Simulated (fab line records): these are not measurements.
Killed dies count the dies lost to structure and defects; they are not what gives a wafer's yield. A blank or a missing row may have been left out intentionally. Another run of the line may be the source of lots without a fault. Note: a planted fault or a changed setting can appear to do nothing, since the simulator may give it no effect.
The same fault as seen by 2 desks :: flow rit-cmos :: only its own numbers are on each desk; what lay behind them is given at the end

## AT THE TOOL OWNER'S DESK: pvd-sputter-03
The tool's own readings at RIT_M1_SPUTTER_00 (material Al, target thk 400 nm, time 500 s): means of the sampled wafers that have a number, for each lot that ran on this tool. Marked OUT: a lot whose mean sits more than 4 standard deviations from the usual mean, which makes it out of limits; the brackets give that distance.
Columns: A = throttle-valve-pct at RIT_M1_SPUTTER_00, usual 30.3 %
lot: L343
first seen here: day 3 23:02
A: 30.0

lot: L345
first seen here: day 4 05:07
A: 30.5

lot: L347
first seen here: day 4 15:30
A: 29.7

lot: L363
first seen here: day 8 01:13
A: 30.2
This desk's verdict: no lot among the 4 shows anything out of limits.

## METROLOGY DESK
What the gauges read for every lot (on any tool): the sampled wafers with a number, averaged. Marked OUT: a lot whose mean sits more than 4 standard deviations from the usual mean, which makes it out of limits; the brackets give that distance.
Columns: A = CONTACT_TEOS_THK at RIT_CONTACT_THK_MEAS_01, usual 399 nm; B = M1_AL_RS at RIT_M1_RS_MEAS_01, usual 0.0718 ohm/sq; C = M1_AL_THK at RIT_M1_THK_MEAS_02, usual 409 nm
lot: L341
first seen here: day 3 13:21
A: 401
B: 0.0717
C: 412

lot: L342
first seen here: day 3 19:24
A: 397
B: 0.0715
C: 413

lot: L343
first seen here: day 3 20:51
A: 398
B: 0.0709
C: 412

lot: L344
first seen here: day 4 01:17
A: 401
B: 0.0714
C: 408

lot: L345
first seen here: day 4 02:45
A: 395
B: 0.0728
C: 400

lot: L347
first seen here: day 4 13:20
A: 401
B: 0.0643 (-13) OUT
C: 474 (+18) OUT

lot: L354
first seen here: day 6 00:32
A: 391
B: 0.0713
C: 410

lot: L356
first seen here: day 6 11:32
A: 401
B: 0.0713
C: 414

lot: L358
first seen here: day 6 18:41
A: 403
B: 0.0717
C: 412

lot: L360
first seen here: day 7 04:26
A: 398
B: 0.0721
C: 405

lot: L362
first seen here: day 7 13:52
A: 400
B: 0.0726
C: 406

lot: L363
first seen here: day 7 22:53
A: 404
B: 0.0720
C: 410

lot: L364
first seen here: day 8 04:23
A: 407
B: 0.0727
C: 401
This desk's finding: out of limits on L347; first on L347, day 4 15:48 (M1_AL_RS at RIT_M1_RS_MEAS_01). L341, L342, L343, L344, L345, L354, L356, L358, L360, L362, L363, L364: within limits.

## BROUGHT TOGETHER
At day 4 15:48 the metrology desk could have sounded an alarm, on L347.
The tool owner's desk saw nothing out of limits.
Tool owner's desk: L347 on record, inside its limits.
Of the lots named, all ran RIT_M1_SPUTTER_00 on pvd-sputter-03.

## WHAT HAD BEEN PUT IN BY THE SIMULATOR
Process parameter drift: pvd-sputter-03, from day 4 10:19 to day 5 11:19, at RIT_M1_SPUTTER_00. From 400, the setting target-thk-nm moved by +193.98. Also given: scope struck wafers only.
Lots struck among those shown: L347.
Per desk, hours elapsed from the start of the fault to the first reading out of limits: for the metrology desk, 5.
